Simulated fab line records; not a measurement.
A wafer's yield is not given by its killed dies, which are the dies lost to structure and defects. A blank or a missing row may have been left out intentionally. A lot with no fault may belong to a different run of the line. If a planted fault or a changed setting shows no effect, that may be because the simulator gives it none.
Chamber matching -- flow berkeley-cmos170 -- rie-si-02 running UCB170_GATE_ETCH_15: 4 sister chambers
The step etches poly-Si in HBr/Cl2, stops on SiO2, time 56.3 s, target depth 278.2 nm. 14 wafers are shown with their chamber, then 6 later ones without.

== WAFERS PAIRED WITH THEIR CHAMBERS ==
wafer,chamber,drypump-motor-current-A (A),oes-product-au (a.u.),HBr_flow_sccm (sccm)
L792.2,0,6.01,0.843,149.0
L792.5,3,6.19,0.839,150.2
L792.6,0,6.01,0.831,149.3
L793.1,2,5.94,0.849,150.0
L793.3,0,6.03,0.845,149.5
L793.4,1,5.83,0.812,150.3
L796.3,3,6.20,0.843,149.7
L796.5,1,5.81,0.800,150.4
L796.6,0,6.04,0.837,150.4
L797.1,1,5.84,0.800,150.5
L797.2,3,6.20,0.841,149.4
L797.6,3,6.21,0.835,149.3
L800.3,0,6.04,0.895,149.5
L800.6,3,6.20,0.864,150.5

SIGNATURES (averages over the wafers above)
reading,chamber 0,chamber 1,chamber 2,chamber 3,scatter within a chamber
drypump-motor-current-A,6.0260,5.8267,5.9400,6.2000,0.0126
oes-product-au,0.85020,0.80400,0.84900,0.84440,0.018
HBr_flow_sccm,149.540,150.400,150.000,149.820,0.467
Rule: distance of a wafer from a chamber = root of the sum over the readings of ((wafer's reading minus chamber's mean) / reading's scatter) squared. The wafer belongs to the nearest chamber; if the next one is less than 2 further off, it can't be placed. The scatter: the root of (the sum of the squares of (reading less its chamber's mean) over the shown wafers, divided by (wafers less chambers)).

== WAFERS MISSING THEIR CHAMBER ==
wafer,drypump-motor-current-A (A),oes-product-au (a.u.),HBr_flow_sccm (sccm)
L801.4,5.85,0.805,149.9
L801.5,5.81,0.801,150.3
L801.6,6.00,0.845,150.5
L810.2,6.02,0.835,150.5
L810.3,6.19,0.838,149.9
L810.4,5.98,0.836,150.5

== THE CHAMBER EACH PASSED THROUGH ==
wafer,from the rows above,in truth
L801.4,1,1
L801.5,1,1
L801.6,can't be placed: 0 or 2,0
L810.2,0,0
L810.3,3,3
L810.4,can't be placed: 2 or 0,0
Correctly placed: 4 of 6. Can't be placed from these rows: 2 (the true chamber is among the candidates in 2). Wrongly placed: 0.
